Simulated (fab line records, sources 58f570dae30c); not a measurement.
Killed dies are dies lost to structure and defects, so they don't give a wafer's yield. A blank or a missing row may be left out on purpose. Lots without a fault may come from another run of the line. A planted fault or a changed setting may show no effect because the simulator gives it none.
One fault seen from 2 desks | flow berkeley_cmos170 | each desk has only its own numbers; what lay behind them comes last

THE METROLOGY DESK
What the gauges read, lot by lot, whatever tool the lot ran on: means of the sampled wafers that have a number. A lot is out of limits, marked OUT, if its mean lies more than 4 standard deviations from the usual mean; the brackets give that distance.
Columns: A = INCOMING_BOW at UCB170_START_BOW_MEAS_00, usual 0 um; B = PWELL_NITRIDE_THK at UCB170_PWELL_THK_MEAS_06, usual 220.9 nm; C = GATE_OXIDE_THK at UCB170_GATE_THK_MEAS_02, usual 6.48 nm; D = cd_nm at UCB170_PSD_CD_MEAS_06, usual 1199.8 nm
lot  | first seen here | A  | B               | C    | D
L284 | day 1 10:02     | 4  | 220.6           | 6.64 | 1200.3
L285 | day 1 15:00     | -4 | 220.8           | 6.69 | 1198.5
L286 | day 1 20:00     | -0 | 244.7 (+14) OUT | 6.51 | 1200.6
L287 | day 2 01:01     | -4 | 246.1 (+15) OUT | 6.59 | 1200.0
L288 | day 2 06:00     | 1  | 249.0 (+17) OUT | 6.58 | 1198.8
L289 | day 2 11:01     | -1 | 223.0           | 6.49 | 1199.3
L296 | day 3 22:00     | 4  | 222.2           | 6.38 | 1201.9
L300 | day 4 18:00     | -1 | 219.5           | 6.61 | 1202.0
L301 | day 4 23:00     | 0  | 221.8           | 6.47 | 1198.6
L302 | day 5 04:00     | -5 | 220.1           | 6.59 | 1200.3
L303 | day 5 09:00     | -5 | 219.1           | 6.58 | 1198.1
L304 | day 5 14:01     | 4  | 220.6           | 6.27 | 1200.2
L305 | day 5 19:00     | 1  | 223.8           | 6.54 | 1201.0
L306 | day 6 00:00     | 6  | 221.9           | 6.31 | 1199.0
L307 | day 6 05:00     | 1  | 221.5           | 6.47 | 1198.3
This desk's finding: out of limits on L286, L287, L288; first on L286, day 3 19:43 (PWELL_NITRIDE_THK at UCB170_PWELL_THK_MEAS_06). In limits: L284, L285, L289, L296, L300, L301, L302, L303, L304, L305, L306, L307.

THE TOOL OWNER'S DESK: lpcvd-01
The tool's own readings at UCB170_PWELL_CVD_05 (deposits Si3N4 from SiH2Cl2/NH3, target thk 220 nm, time 3300 s): means of the sampled wafers that have a number, for each lot that ran on this tool. A lot is out of limits, marked OUT, if its mean lies more than 4 standard deviations from the usual mean; the brackets give that distance.
Columns: A = sih2cl2_flow_sccm at UCB170_PWELL_CVD_05, usual 25.00 sccm
lot  | first seen here | A
L284 | day 2 22:44     | 25.00
L285 | day 3 10:18     | 25.03
L286 | day 3 17:48     | 37.43 (+99 or more) OUT
L287 | day 4 00:45     | 37.61 (+99 or more) OUT
L288 | day 4 00:45     | 37.47 (+99 or more) OUT
L305 | day 7 16:56     | 25.04
L306 | day 7 16:56     | 25.04
L307 | day 7 16:56     | 24.91
This desk's finding: out of limits on L286, L287, L288; first on L286, day 3 17:48 (sih2cl2_flow_sccm at UCB170_PWELL_CVD_05). In limits: L284, L285, L305, L306, L307.

PUT TOGETHER
The tool owner's desk could have raised an alarm at day 3 17:48, on L286, L287, L288.
The metrology desk could have raised an alarm at day 3 19:43, on L286, L287, L288.
Of the lots named, all ran UCB170_PWELL_CVD_05 on lpcvd-01.

WHAT THE SIMULATOR HAD PUT IN
Process parameter drift: lpcvd-01, from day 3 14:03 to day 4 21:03, at UCB170_PWELL_CVD_05. Setting sih2cl2_flow_sccm, moved by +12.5, from 25. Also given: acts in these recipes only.
Lots struck among those shown: L286, L287, L288.
Hours from the fault's start to each desk's first reading out of limits: the tool owner's desk, 4; the metrology desk, 6.
